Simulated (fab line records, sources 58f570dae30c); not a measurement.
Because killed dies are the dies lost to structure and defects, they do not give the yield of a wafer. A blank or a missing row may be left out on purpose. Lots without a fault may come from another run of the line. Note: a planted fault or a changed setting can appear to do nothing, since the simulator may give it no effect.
Which tool did it? | flow berkeley-cmos170 | 7 lots with 21 wafers sampled at 3 steps, on a route of 331 steps

== WHAT THE GAUGES SHOWED, per wafer ==
UCB170_PLDD_TW_MEAS_11.
lot  | measured     | on            | PLDD_TW
L847 | day 7 23:58  | film-metro-04 | 1018 1009 1015
L846 | day 8 00:58  | film-metro-01 | 1006 1010 1010
L850 | day 8 08:43  | film-metro-01 | 1005 1008 1007
L851 | day 8 23:32  | film-metro-01 | 1005 1009 1008
L854 | day 9 13:10  | film-metro-03 | 1018 1016 1014
L861 | day 11 07:07 | film-metro-04 | 959 967 959 965 964 963
L867 | day 12 09:21 | film-metro-03 | 1014 1012 1012

== WHICH TOOL RAN EACH LOT (tool, then ch and the chambers of the sampled wafers, then the start) ==
lot  | UCB170_GATE_ETCH_14                | UCB170_PLDD_IMPLANT_09
L847 | rie-diel-02 ch 0,1,3, day 7 21:29  | implanter-02 ch 0, day 7 23:42
L846 | rie-diel-01 ch 0,1, day 7 22:01    | implanter-02 ch 0, day 8 00:43
L850 | rie-diel-01 ch 0,1,3, day 8 05:03  | implanter-03 ch 0, day 8 08:29
L851 | rie-diel-04 ch 1,2, day 8 21:08    | implanter-02 ch 0, day 8 23:17
L854 | rie-diel-04 ch 0,1,3, day 9 09:23  | implanter-03 ch 0, day 9 12:57
L861 | rie-diel-01 ch 0,2,3, day 11 04:05 | implanter-02 ch 0, day 11 06:53
L867 | rie-diel-02 ch 2,3, day 12 06:43   | implanter-03 ch 0, day 12 09:06
- UCB170_GATE_ETCH_14: etches BARC in N2/H2.
- UCB170_PLDD_IMPLANT_09

== THE ANSWER, worked out from the rows above alone ==
Rule: usual is defined by the lots themselves. The widest of any qualifying gaps counts: lots, ordered by their means at a reading, are off when they make up no more than a third of the lots, leave a main group of 4 or more, and stand apart from it by 3 or more times the standard deviation of that group's means. A main group whose means are all the same, to the digits that the tables above print for the reading, isn't used. Also off: a lot with no number at a reading for which 4 or more lots have one. All remaining lots with rows at the step are treated as sound.
Off: L861, seen at UCB170_PLDD_TW_MEAS_11 (PLDD_TW). The main group: mean 1011, standard deviation 3.5.
If a tool, at a process step before that reading, ran all the lots that are off and no sound lot after the first of them, it fits. The gauges at UCB170_PLDD_TW_MEAS_11 are tried like those tools. Can't be told from this: 3 tools fit, rie-diel-01 at UCB170_GATE_ETCH_14, implanter-02 at UCB170_PLDD_IMPLANT_09, film-metro-04 at UCB170_PLDD_TW_MEAS_11.

== WHAT WAS PUT IN BY THE SIMULATOR ==
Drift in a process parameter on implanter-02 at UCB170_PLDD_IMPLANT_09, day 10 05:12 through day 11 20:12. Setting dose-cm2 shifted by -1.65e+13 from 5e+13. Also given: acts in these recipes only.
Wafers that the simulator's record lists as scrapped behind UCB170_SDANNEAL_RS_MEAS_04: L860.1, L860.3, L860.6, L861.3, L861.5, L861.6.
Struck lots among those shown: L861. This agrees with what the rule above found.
